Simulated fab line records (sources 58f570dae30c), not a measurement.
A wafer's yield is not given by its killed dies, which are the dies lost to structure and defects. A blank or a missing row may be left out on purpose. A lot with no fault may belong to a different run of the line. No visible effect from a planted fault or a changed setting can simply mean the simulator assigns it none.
Problem report in the 8D (eight disciplines) form, filled by code || flow berkeley cmos170 || the parts of the form that need people (team, actions taken, sign-off) are left out

1. WHAT IS WRONG
At UCB170_NSD_STRIP_09, strip time to endpoint s averages 34.27 s over 3 wafers from 2 lots, while fault-free wafers read 35.87 s, standard deviation 0.082. That puts it -20 standard deviations away from the usual mean.
The step: strips in O2.
First observed at day 9 23:43: wafer L890.1, on plasma asher-04. The record has a number at this step for 40 wafers belonging to 14 lots. By rule, "out" or "out of limits" means more than 4 standard deviations away from the usual mean. All remaining wafers that have a number are taken as sound.

2. WHAT IT IS, WHAT IT ISN'T
{"question": "which readings at this step", "is": "strip time to endpoint s", "is not": "drypump motor current A"}
{"question": "which lots", "is": "L890, L894", "is not": "L876, L877, L878, L879, L880, L881, L882, L883, L885, L891, L897, L898"}
{"question": "which wafers of those lots", "is": "L890.1, L894.1, L894.5", "is not": "L894.6"}
{"question": "read on which tools", "is": "plasma asher-04", "is not": "plasma asher-02, plasma asher-03"}
{"question": "when", "is": "from day 9 23:43", "is not": "up to then (27 sound wafers); but 10 sound wafers of L891, L894, L897, L898 came after"}

3. SUSPECTS, AND WHAT RULES EACH OUT
Counting: any tool at a process step up to the reading remains a suspect provided it ran every lot that is out. Sound lots after the first of them don't rule it out here, since some wafers of a struck lot are sound.
- plasma asher-04 at UCB170_NSD_STRIP_09 (strips in O2): kept. It ran every lot that is out, first L890 (day 9 23:43); its last sound lot up to then is L885 (day 9 03:13). Its own readings are out on those wafers: strip time to endpoint s.
- The sound lot-mates ran in chamber 1 of plasma asher-04 at UCB170_NSD_STRIP_09, but the wafers that are out ran in chamber 0.
Left after counting: plasma asher-04 at UCB170_NSD_STRIP_09.

4. THE CAUSE (what the simulator had put in)
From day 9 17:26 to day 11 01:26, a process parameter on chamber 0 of plasma asher-04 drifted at UCB170_NSD_STRIP_09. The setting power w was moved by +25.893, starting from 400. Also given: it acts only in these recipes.
Counting left only this tool.

5. SEQUENCE OF EFFECTS, ordered by route
Each row: a reading whose mean over the struck wafers that have a number lies more than 3 standard deviations from the usual. Only readings whose record carries a usual standard deviation are examined. hours: median over the lots of the time between each lot's start at the first step of this table that gives one and its start at this step. sigmas: the change, counted in usual standard deviations.
{"hours": 0, "step": "UCB170_NSD_STRIP_09", "reading": "oes product au", "usual": "0.534 a.u.", "on struck wafers": 0.551, "change": "+0.017", "sigmas": "+3.9"}
{"hours": 0, "step": "UCB170_NSD_STRIP_09", "reading": "strip time to endpoint s", "usual": "35.87 s", "on struck wafers": 34.27, "change": -1.60, "sigmas": -20}
Here are the process steps it includes:
- UCB170_NSD_STRIP_09: strips in O2.

6. WHAT WOULD HAVE CAUGHT IT SOONER
In this record the first reading out of limits was taken at day 9 23:43, 6 hours after the fault began at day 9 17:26.
